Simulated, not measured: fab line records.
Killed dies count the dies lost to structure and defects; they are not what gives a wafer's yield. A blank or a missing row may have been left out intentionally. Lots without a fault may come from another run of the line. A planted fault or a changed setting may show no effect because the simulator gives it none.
Check of tool commonality	flow berkeley-cmos170	Sampled: 14 lots, 42 wafers

== THE REASON FOR OPENING IT ==
At UCB170_PSD_TW_MEAS_10 the reading PSD_TW is flagged on 2 of 14 lots. Fault-free wafers read 2327, with a standard deviation of 21.
Rule: a lot gets a flag if all its wafers with a number sit over 4 standard deviations from that mean, or if no wafer of it has a number. All remaining lots are regarded as sound.

lot	measured	on	PSD_TW, wafer by wafer	flag
L347	day 7 11:31	film-metro-04	2306 2313 2318	
L348	day 7 11:41	film-metro-03	2343 2347 2335	
L352	day 8 11:56	film-metro-03	2355 2355 2350	
L351	day 8 12:02	film-metro-04	2289 2286 2284	
L350	day 8 12:13	film-metro-04	2291 2294 2287	
L355	day 9 06:10	film-metro-02	2329 2337 2322	
L354	day 9 06:20	film-metro-04	2297 2301 2326	
L358	day 10 01:23	film-metro-03	2345 2359 2337	
L356	day 10 01:28	film-metro-03	2347 2346 2358	
L357	day 10 01:38	film-metro-02	2347 2327 2329	
L359	day 10 08:59	film-metro-03	30 30 30	FLAGGED
L360	day 10 09:13	film-metro-04	2299 2310 2300	
L364	day 11 03:23	film-metro-02	30 30 30	FLAGGED
L370	day 13 03:40	film-metro-02	2337 2330 2330	
On average the flagged lots read 30, which is -2297 against the usual, or -99 or more standard deviations.

== LOT BY LOT: THE TOOL USED ==
The record holds 2 process steps before the reading, out of a route of 331 steps. Cell contents, in order: the tool; ch with the chambers the sampled wafers went through; the start.
lot	flag	UCB170_PFIELD_STRIP_08	UCB170_PSD_DEVELOP_05
L347		plasma-asher-01 ch 0,1, day 4 16:58	litho-track-02 ch 0, day 7 10:00
L348		plasma-asher-04 ch 0,1, day 4 17:17	litho-track-04 ch 0, day 7 11:00
L352		plasma-asher-01 ch 1, day 5 18:38	litho-track-04 ch 0, day 8 11:00
L351		plasma-asher-01 ch 0,1, day 5 18:16	litho-track-02 ch 0, day 8 11:00
L350		plasma-asher-03 ch 0,1, day 5 18:28	litho-track-04 ch 0, day 8 11:00
L355		plasma-asher-04 ch 0,1, day 6 18:43	litho-track-03 ch 0, day 9 05:00
L354		plasma-asher-01 ch 0,1, day 6 18:52	litho-track-04 ch 0, day 9 05:00
L358		plasma-asher-04 ch 0,1, day 7 02:44	litho-track-04 ch 0, day 10 00:00
L356		plasma-asher-04 ch 0, day 6 23:41	litho-track-02 ch 0, day 10 00:00
L357		plasma-asher-03 ch 0,1, day 7 02:58	litho-track-04 ch 0, day 10 01:00
L359	FLAGGED	plasma-asher-03 ch 0, day 7 16:23	litho-track-04 ch 0, day 10 08:00
L360		plasma-asher-01 ch 0,1, day 7 16:38	litho-track-02 ch 0, day 10 08:00
L364	FLAGGED	plasma-asher-01 ch 0,1, day 8 09:16	litho-track-04 ch 0, day 11 02:00
L370		plasma-asher-03 ch 0,1, day 9 21:29	litho-track-03 ch 0, day 13 03:00
These steps, and what they do:
- UCB170_PFIELD_STRIP_08: strips in O2.
- UCB170_PSD_DEVELOP_05: develop time 45 s.
- UCB170_PSD_TW_MEAS_10

== FLAGGED AGAINST TOTAL, ONE TOOL AT A TIME (gauges that did the reading follow at the end) ==
step	tool	lots run	flagged	share of the flagged lots	sound lots run after its first flagged lot
UCB170_PFIELD_STRIP_08	plasma-asher-01	6	1	some	0
UCB170_PFIELD_STRIP_08	plasma-asher-03	4	1	some	1 (L370)
UCB170_PFIELD_STRIP_08	plasma-asher-04	4	0	none	-
UCB170_PSD_DEVELOP_05	litho-track-02	4	0	none	-
UCB170_PSD_DEVELOP_05	litho-track-03	2	0	none	-
UCB170_PSD_DEVELOP_05	litho-track-04	8	2	all	0
UCB170_PSD_TW_MEAS_10	film-metro-02	4	1	some	1 (L370)
UCB170_PSD_TW_MEAS_10	film-metro-03	5	1	some	0
UCB170_PSD_TW_MEAS_10	film-metro-04	5	0	none	-

== THE TABLE: WHAT IT ALLOWS ==
1 row of the table ran every flagged lot: litho-track-04 at UCB170_PSD_DEVELOP_05.
- litho-track-04 at UCB170_PSD_DEVELOP_05 ran 8 lots, 2 of them flagged. It ran its last sound lot, L357, at day 10 01:00 and its first flagged lot, L359, at day 10 08:00: a fault with its onset between the two fits.
litho-track-04 at UCB170_PSD_DEVELOP_05 is the single tool remaining.

== WHAT THE SIMULATOR HAD PUT IN ==
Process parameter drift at UCB170_PSD_DEVELOP_05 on litho-track-04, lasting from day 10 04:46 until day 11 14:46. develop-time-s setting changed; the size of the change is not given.
Lots struck among those shown: L359, L364. The rule above reached the same finding.
